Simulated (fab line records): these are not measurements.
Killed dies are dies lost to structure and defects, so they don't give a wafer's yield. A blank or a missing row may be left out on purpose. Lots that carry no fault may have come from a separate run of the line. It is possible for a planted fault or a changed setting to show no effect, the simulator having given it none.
fab line records | flow berkeleyCmos170 | part 2 of 2: steps 35 to 48 of 48
record: lots: 5 | wafers: 15 | lastDay: 12
route steps=331 shown GATE@142 PLDD@145 NLDD@158 SPACER@171 PSD@175 NSD@187
lots untouched by any fault: they come from a run of this same line in which no faults occurred
startH: start of the lot's first displayed wafer, in hours after the record's first day | waitH: how many hours have passed since the lot's step before this one | " repeats the value in the row above | L1.1+2: one row covering several wafers at once | - no value, or no start given | * or withheld: withheld | < > ~ a bound
route shown NAME@n: NAME is a module with steps in the file, n the number in the route of the first one | usual: mean/standard deviation taken from wafers without a fault | same: alike in all rows | chamber/n: place in a boat | sites: readings site by site | _std_site: their standard deviation | _edge_site: inner sites' mean taken away from outer sites' mean | radiusMm: how far each site lies from the wafer's centre | mask NAME#n: copy n | behind: the most recent tool/chamber to have shaped the wafer | hold: why the lot went on hold/how many hours it stayed there/how the hold came to an end | device: which transistor (n, p or np) failed to switch | end of line: tests of these same wafers at the route's end | a step without rows: its recipe alone | killed: not the wafer's yield, but the dies lost to structure and defects at the first sort | map: the dies of a wafer, with x for killed, . for not killed, _ for no die there
set.NAME: the run value of the setting; set.NAME@STEP: its run value at that earlier step | model.NAME: the simulator's own value behind a step, which no gauge read
lots seen at some steps along the route; tables by step, rows by wafer
services: when a tool's chamber went out of use (startH, in hours from the record's first day, below 0 if earlier), for how many hours, and the reason
== steps ==
step: UCB170_PSD_COAT_01
recipe: resist: KrF | spinRpm: 1500 | resistThkNm: 900
lot.wafer  | tool          | chamber | startH | waitH
L081.1+5+6 | lithoTrack-03 | 0       | 175.75 | 0.1
L086.1+2+3 | lithoTrack-03 | 0       | 204.96 | 0.1
L091.1+4+5 | lithoTrack-01 | 0       | 218.21 | 0.1
L095.1+2+4 | lithoTrack-03 | 0       | 244.75 | 0.1
L097.1+5+6 | lithoTrack-01 | 0       | 244.75 | 0.1
step: UCB170_PSD_SOFTBAKE_02
recipe: resist: KrF | tempC: 130 | timeS: 60
lot.wafer  | tool          | chamber | startH | waitH
L081.1+5+6 | lithoTrack-03 | 0       | 175.90 | 0.1
L086.1+2+3 | lithoTrack-03 | 0       | 205.11 | 0.1
L091.1+4+5 | lithoTrack-01 | 0       | 218.36 | 0.1
L095.1+2+4 | lithoTrack-03 | 0       | 244.90 | 0.1
L097.1+5+6 | lithoTrack-01 | 0       | 244.90 | 0.1
step: UCB170_PSD_EXPOSE_03
recipe: maskId: PSELECT_MOD | na: 0.5 | sigmaOuter: 0.6 | sourceShape: conventional | targetCdNm: 1200 | doseMj: 30
lot.wafer  | tool          | chamber | startH | waitH | mask
L081.1+5+6 | krfScanner-01 | 0       | 176.19 | 0.3   | PSELECT_MOD#0
L086.1+2+3 | krfScanner-02 | 0       | 205.39 | 0.2   | PSELECT_MOD#0
L091.1+4+5 | krfScanner-02 | 0       | 218.63 | 0.2   | PSELECT_MOD#0
L095.1+2+4 | krfScanner-01 | 0       | 245.17 | 0.2   | PSELECT_MOD#0
L097.1+5+6 | krfScanner-02 | 0       | 245.41 | 0.5   | PSELECT_MOD#0
step: UCB170_PSD_PEB_04
recipe: pebTempC: 130 | pebTimeS: withheld | resist: KrF
lot.wafer  | tool          | chamber | startH | waitH
L081.1+5+6 | lithoTrack-03 | 0       | 176.50 | 0.3
L086.1+2+3 | lithoTrack-03 | 0       | 205.51 | 0.1
L091.1+4+5 | lithoTrack-02 | 0       | 218.86 | 0.2
L095.1+2+4 | lithoTrack-03 | 0       | 245.50 | 0.3
L097.1+5+6 | lithoTrack-01 | 0       | 245.78 | 0.3
step: UCB170_PSD_DEVELOP_05
recipe: developer: TMAH | developTimeS: 45 | resist: KrF | devTempC: 21
lot.wafer  | tool          | chamber | startH | waitH
L081.1+5+6 | lithoTrack-03 | 0       | -      | -
L086.1+2+3 | lithoTrack-03 | 0       | -      | -
L091.1+4+5 | lithoTrack-02 | 0       | -      | -
L095.1+2+4 | lithoTrack-03 | 0       | -      | -
L097.1+5+6 | lithoTrack-01 | 0       | -      | -
step: UCB170_PSD_CD_MEAS_06
recipe: targetCdNm: 1200
usual: cdNm: 1200.5/1.3
lot.wafer | tool     | chamber | startH | waitH | cdNm
L081.1    | cdSem-02 | -       | 176.77 | -     | 1200.9
L081.5    | "        | -       | "      | "     | 1200.1
L081.6    | "        | -       | "      | "     | 1199.9
L086.1    | cdSem-02 | -       | 205.78 | -     | 1199.5
L086.2    | "        | -       | "      | "     | 1200.9
L086.3    | "        | -       | "      | "     | 1199.1
L091.1    | cdSem-01 | -       | 219.14 | -     | 1199.0
L091.4    | "        | -       | "      | "     | 1200.0
L091.5    | "        | -       | "      | "     | 1201.2
L095.1    | cdSem-01 | -       | 245.77 | -     | 1199.3
L095.2    | "        | -       | "      | "     | 1199.9
L095.4    | "        | -       | "      | "     | 1200.0
L097.1    | cdSem-02 | -       | 246.05 | -     | 1200.8
L097.5    | "        | -       | "      | "     | 1199.1
L097.6    | "        | -       | "      | "     | 1201.0
step: UCB170_PSD_OVL_MEAS_07
usual: PSD_OVL: 1/4.8
lot.wafer | tool       | chamber | startH | waitH | PSD_OVL[nm]
L081.1    | overlay-02 | -       | 176.89 | 0.1   | -2
L081.5    | "          | -       | "      | "     | 5
L081.6    | "          | -       | "      | "     | 0
L086.1    | overlay-02 | -       | 205.90 | 0.1   | 1
L086.2    | "          | -       | "      | "     | -1
L086.3    | "          | -       | "      | "     | 0
L091.1    | overlay-02 | -       | 219.26 | 0.1   | 5
L091.4    | "          | -       | "      | "     | 9
L091.5    | "          | -       | "      | "     | 3
L095.1    | overlay-01 | -       | 245.89 | 0.1   | -5
L095.2    | "          | -       | "      | "     | 4
L095.4    | "          | -       | "      | "     | -3
L097.1    | overlay-01 | -       | 246.17 | 0.1   | 1
L097.5    | "          | -       | "      | "     | 2
L097.6    | "          | -       | "      | "     | 3
step: UCB170_PSD_IMPLANT_08
recipe: species: B | doseCm2: 3e+15 | energyKev: 20 | tiltDeg: 7
lot.wafer  | tool         | chamber | startH | waitH
L081.1+5+6 | implanter-01 | 0       | 176.93 | 0.0
L086.1+2+3 | implanter-01 | 0       | 205.94 | 0.0
L091.1+4+5 | implanter-02 | 0       | 219.29 | 0.0
L095.1+2+4 | implanter-01 | 0       | 245.93 | 0.0
L097.1+5+6 | implanter-03 | 0       | 246.21 | 0.0
step: UCB170_PSD_STRIP_09
recipe: chemistry: O2 | powerW: 400 | pressureMtorr: 3500 | platenTempC: withheld | o2FlowSccm: 400 | overashFraction: 0.5
usual: drypumpMotorCurrentA: 5.48/0.3 | oesProductAu: 0.600/0.0045 | stripTimeToEndpointS: 29.37/0.069
lot.wafer | tool           | chamber | startH | waitH | drypumpMotorCurrentA | oesProductAu | rfHoursCounterH | stripTimeToEndpointS
L081.1    | plasmaAsher-02 | 0       | 177.08 | 0.1   | 5.42                 | 0.597        | 50              | 29.38
L081.5    | "              | 1       | "      | "     | 5.81                 | 0.597        | -               | 29.33
L081.6    | "              | 0       | "      | "     | 5.43                 | 0.596        | -               | 29.43
L086.1    | plasmaAsher-02 | 1       | 206.09 | 0.1   | 5.79                 | 0.602        | 53              | 29.41
L086.2    | "              | 0       | "      | "     | 5.42                 | 0.597        | 53              | 29.38
L086.3    | "              | 0       | "      | "     | 5.41                 | 0.605        | -               | 29.44
L091.1    | plasmaAsher-03 | 0       | 219.44 | 0.1   | 5.51                 | 0.603        | 12              | 29.35
L091.4    | "              | 1       | "      | "     | 5.09                 | 0.598        | -               | 29.43
L091.5    | "              | 1       | "      | "     | 5.10                 | 0.603        | -               | 29.35
L095.1    | plasmaAsher-01 | 0       | 246.08 | 0.1   | 5.04                 | 0.601        | 47              | 29.32
L095.2    | "              | 1       | "      | "     | 5.89                 | 0.604        | 47              | 29.23
L095.4    | "              | 1       | "      | "     | 5.89                 | 0.604        | -               | 29.32
L097.1    | plasmaAsher-02 | 1       | 246.36 | 0.1   | 5.82                 | 0.601        | 58              | 29.32
L097.5    | "              | 1       | "      | "     | 5.82                 | 0.606        | -               | 29.33
L097.6    | "              | 0       | "      | "     | 5.41                 | 0.603        | -               | 29.33
step: UCB170_PSD_TW_MEAS_10
usual: PSD_TW: 2311/15
lot.wafer | tool         | chamber | startH | waitH | PSD_TW
L081.1    | filmMetro-04 | -       | 177.18 | 0.1   | 2304
L081.5    | "            | -       | "      | "     | 2302
L081.6    | "            | -       | "      | "     | 2315
L086.1    | filmMetro-04 | -       | 206.19 | 0.1   | 2317
L086.2    | "            | -       | "      | "     | 2317
L086.3    | "            | -       | "      | "     | 2317
L091.1    | filmMetro-02 | -       | 219.54 | 0.1   | 2310
L091.4    | "            | -       | "      | "     | 2323
L091.5    | "            | -       | "      | "     | 2322
L095.1    | filmMetro-04 | -       | 246.18 | 0.1   | 2313
L095.2    | "            | -       | "      | "     | 2321
L095.4    | "            | -       | "      | "     | 2316
L097.1    | filmMetro-02 | -       | 246.46 | 0.1   | 2333
L097.5    | "            | -       | "      | "     | 2329
L097.6    | "            | -       | "      | "     | 2315
step: UCB170_PSD_CLEAN_11
recipe: chemistry: SPM | tempC: 120 | timeS: 600
lot.wafer  | tool        | chamber | startH | waitH
L081.1+5+6 | wetBench-02 | 2       | 177.24 | 0.1
L086.1+2+3 | wetBench-02 | 1       | 206.48 | 0.3
L091.1+4+5 | wetBench-02 | 3       | 219.60 | 0.1
L095.1+2+4 | wetBench-04 | 2       | 246.58 | 0.4
L097.1+5+6 | wetBench-04 | 2       | 246.58 | 0.1
step: UCB170_NSD_HMDS_00
recipe: primeTimeS: 60 | primeTempC: 100
lot.wafer  | tool          | chamber | startH | waitH
L081.1+5+6 | lithoTrack-04 | 0       | 177.44 | 0.0
L086.1+2+3 | lithoTrack-01 | 0       | 207.00 | 0.3
L091.1+4+5 | lithoTrack-04 | 0       | 219.96 | 0.2
L095.1+2+4 | lithoTrack-02 | 0       | 246.95 | 0.2
L097.1+5+6 | lithoTrack-01 | 0       | 247.16 | 0.4
step: UCB170_NSD_COAT_01
recipe: resist: KrF | spinRpm: 1500 | resistThkNm: 900
lot.wafer  | tool          | chamber | startH | waitH
L081.1+5+6 | lithoTrack-04 | 0       | 177.59 | 0.1
L086.1+2+3 | lithoTrack-01 | 0       | 207.15 | 0.1
L091.1+4+5 | lithoTrack-04 | 0       | 220.11 | 0.1
L095.1+2+4 | lithoTrack-02 | 0       | 247.10 | 0.1
L097.1+5+6 | lithoTrack-01 | 0       | 247.31 | 0.1
step: UCB170_NSD_SOFTBAKE_02
recipe: resist: KrF | tempC: 130 | timeS: 60
lot.wafer  | tool          | chamber | startH | waitH
L081.1+5+6 | lithoTrack-04 | 0       | 177.74 | 0.1
L086.1+2+3 | lithoTrack-01 | 0       | 207.30 | 0.1
L091.1+4+5 | lithoTrack-04 | 0       | 220.26 | 0.1
L095.1+2+4 | lithoTrack-02 | 0       | 247.25 | 0.1
L097.1+5+6 | lithoTrack-01 | 0       | 247.46 | 0.1
== services ==
tool           | chamber | startH | hours | kind
pecvd-04       | -       | 145.93 | 2.6   | repair
krfScanner-01  | -       | 146.28 | 4.0   | pm
krfScanner-01  | -       | 158.58 | 0.8   | pm
krfScanner-01  | -       | 159.33 | 4.4   | pm
implanter-02   | -       | 161.92 | 4.3   | repair
plasmaAsher-04 | -       | 172.07 | 9.8   | repair
implanter-01   | -       | 176.12 | 0.5   | repair
implanter-03   | -       | 187.34 | 9.0   | repair
implanter-03   | -       | 190.35 | 5.8   | repair
plasmaAsher-01 | -       | 193.04 | 16.4  | repair
plasmaAsher-02 | -       | 195.37 | 3.9   | repair
rieDiel-04     | 0       | 205.28 | 26.8  | repair
implanter-02   | -       | 205.89 | 3.2   | repair
krfScanner-01  | -       | 208.36 | 1.3   | pm
wetBench-04    | -       | 212.08 | 1.0   | repair
implanter-01   | -       | 214.13 | 2.0   | repair
krfScanner-02  | -       | 224.08 | 1.3   | pm
furnace-04     | -       | 227.59 | 3.0   | pm
pecvd-02       | -       | 232.69 | 2.8   | pm
implanter-04   | -       | 232.96 | 1.0   | repair
implanter-01   | -       | 235.16 | 3.0   | repair
krfScanner-02  | -       | 235.40 | 1.3   | repair
krfScanner-02  | -       | 242.65 | 0.8   | pm
pecvd-04       | -       | 245.28 | 0.8   | repair
